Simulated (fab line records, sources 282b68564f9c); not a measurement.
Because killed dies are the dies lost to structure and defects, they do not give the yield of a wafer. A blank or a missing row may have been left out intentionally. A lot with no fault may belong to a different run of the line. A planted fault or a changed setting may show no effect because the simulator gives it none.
A lot that was struck, set against a sound lot :: flow rit_cmos :: 17 out of 202 route steps
Sound: the wafers L671.2, L671.5, L671.6. Struck: wafer L682.1. (L682.2, L682.4 of the same lot were not struck and are left out.) The cause comes at the end.
For every step that has rows: the tool of each side, followed by ch and its chambers, followed by its first start. Under that, the readings that differ: sound wafers :: struck wafers :: difference of the means :: sigmas: that difference in standard deviations of wafers without a fault.
alike: same words and numbers on both sides, and readings whose means sit less than 2 such deviations apart. not compared: any withheld reading, any reading some wafer has no value for, any bound like >300 that may hide the same value, and any number with overlapping values for which the record gives no deviation.
The two part at a step that has a row with sigmas, a row that says differs or no value, or rows on one side only. When numbers do not overlap yet have no deviation, they are printed without sigmas and do not part them. Lack of a reading on every wafer of one side parts them only where that side has two or more wafers.

first, 1 step without rows for these wafers: RIT_PSD_IMPLANT_08.
RIT_PSD_STRIP_09: strips in O2, time 180 s.
  sound on plasma_asher-01 ch 0,1, day 3 16:14; struck on plasma_asher-03 ch 1, day 5 22:24
  alike: drypump_motor_current_A
  not compared: rf_hours_counter_h
RIT_PSD_TW_MEAS_10:
  sound: film_metro-01 at day 3 16:25; struck: film_metro-03 at day 5 22:35
reading: PSD_TW
sound: 3375 3386 3372
struck: 3526
difference: +148
sigmas: +3
then, 3 steps without rows for these wafers: RIT_SDANNEAL_CLEAN_00 (cleans in SC1, time 600 s); RIT_SDANNEAL_CLEAN_01 (cleans in dHF, time 30 s); RIT_SDANNEAL_CLEAN_02 (cleans in SC2, time 600 s).
RIT_SDANNEAL_RTA_03: time 5 s.
  sound on rtp_anneal-01 ch 0, day 3 16:50; struck on rtp_anneal-01 ch 0, day 5 23:02
  alike: wafer_temp_C_max
RIT_SDANNEAL_RS_MEAS_04: a four-point-probe measurement.
  sound: film_metro-03 at day 3 16:55; struck: film_metro-02 at day 5 23:06
  alike: PSD_RS
RIT_SDANNEAL_RS_MEAS_05: a four-point-probe measurement.
  sound: film_metro-03 at day 3 17:02; struck: film_metro-02 at day 5 23:13
  alike: NSD_RS
RIT_SDANNEAL_RS_MEAS_06: a four-point-probe measurement.
  sound: film_metro-03 at day 3 17:09; struck: film_metro-02 at day 5 23:20
  alike: PLDD_RS
RIT_SDANNEAL_RS_MEAS_07: a four-point-probe measurement.
  sound: film_metro-03 at day 3 17:16; struck: film_metro-02 at day 5 23:28
  alike: NLDD_RS
then, 1 step without rows for these wafers: RIT_SILICIDE_WET_ETCH_00 (etches SiO2 in BOE, target depth 14 nm, time 15 s).
RIT_SILICIDE_SPUTTER_01: material Ti, target thk 30 nm, time 240 s.
  sound: pvd_sputter-01 at day 3 17:23; struck: pvd_sputter-04 at day 5 23:35
reading: cathode_dc_power_W (W)
sound: 350.02 350.01 350.20
struck: 383.19
difference: +33.11
sigmas: +99 or more

reading: model.Ti_of_SILICIDE_SPUTTER_01.thk_nm (nm)
sound: 30.34 29.74 29.7
struck: 33
difference: +3
sigmas: 
  alike: throttle_valve_pct
RIT_SILICIDE_RS_MEAS_02: a four-point-probe measurement.
  sound: film_metro-04 at day 3 17:33; struck: film_metro-03 at day 5 23:44
reading: SILICIDE_TI_RS (ohm/sq)
sound: 47.1 48.4 48.4
struck: 42.6
difference: -5.4
sigmas: -8
RIT_SILICIDE_THK_MEAS_03: measures by xrf.
  sound: film_metro-04 at day 3 17:40; struck: film_metro-03 at day 5 23:52
reading: SILICIDE_TI_THK (nm)
sound: 30.3 29.7 29.5
struck: 33.2
difference: +3.4
sigmas: +10
RIT_SILICIDE_RTA_04: time 9.618 s, ramp up 5 s, ramp down 5 s.
  sound on rtp_anneal-02 ch 0, day 3 17:43; struck on rtp_anneal-02 ch 0, day 5 23:55
  alike: wafer_temp_C_max
RIT_M1_PROBE_99:
  sound: prober-02 at day 4 01:44; struck: prober-01 at day 6 06:20
reading: model.etest.npoly_line.line_ohm_um
sound: 169.6 164 169.8
struck: 163.7
difference: -4.1
sigmas: 

reading: model.etest.ppoly_line.line_ohm_um
sound: 161.8 159.2 161.1
struck: 155.9
difference: -4.8
sigmas: 

reading: model.etest.contact_nplus.end_ohm_um
sound: 42.02 41.33 41.45
struck: 46.38
difference: +4.78
sigmas: 

reading: model.etest.contact_pplus.end_ohm_um
sound: 43.96 42.45 43.6
struck: 46.8
difference: +3.5
sigmas: 

reading: model.etest.npoly_line.rs_ohm_sq
sound: 16.98 17.19 17.36
struck: 15.86
difference: -1.32
sigmas: 

reading: model.etest.ppoly_line.rs_ohm_sq
sound: 16.43 16.59 16.79
struck: 15.56
difference: -1.04
sigmas: 

reading: model.etest.npoly_sal.rs_ohm_sq
sound: 4.333 4.408 4.413
struck: 4.021
difference: -0.364
sigmas: 

reading: model.etest.ppoly_sal.rs_ohm_sq
sound: 4.285 4.377 4.393
struck: 3.985
difference: -0.367
sigmas: 
  alike: killed_at_front_end, killed_dies, killed_open, killed_short

== WHERE THEY PART ==
First at RIT_PSD_TW_MEAS_10; last, within this record, at RIT_SILICIDE_THK_MEAS_03. Later steps at which nothing parts them and some readings are alike: RIT_SILICIDE_RTA_04, RIT_M1_PROBE_99.

WHY: the cause the simulator had injected
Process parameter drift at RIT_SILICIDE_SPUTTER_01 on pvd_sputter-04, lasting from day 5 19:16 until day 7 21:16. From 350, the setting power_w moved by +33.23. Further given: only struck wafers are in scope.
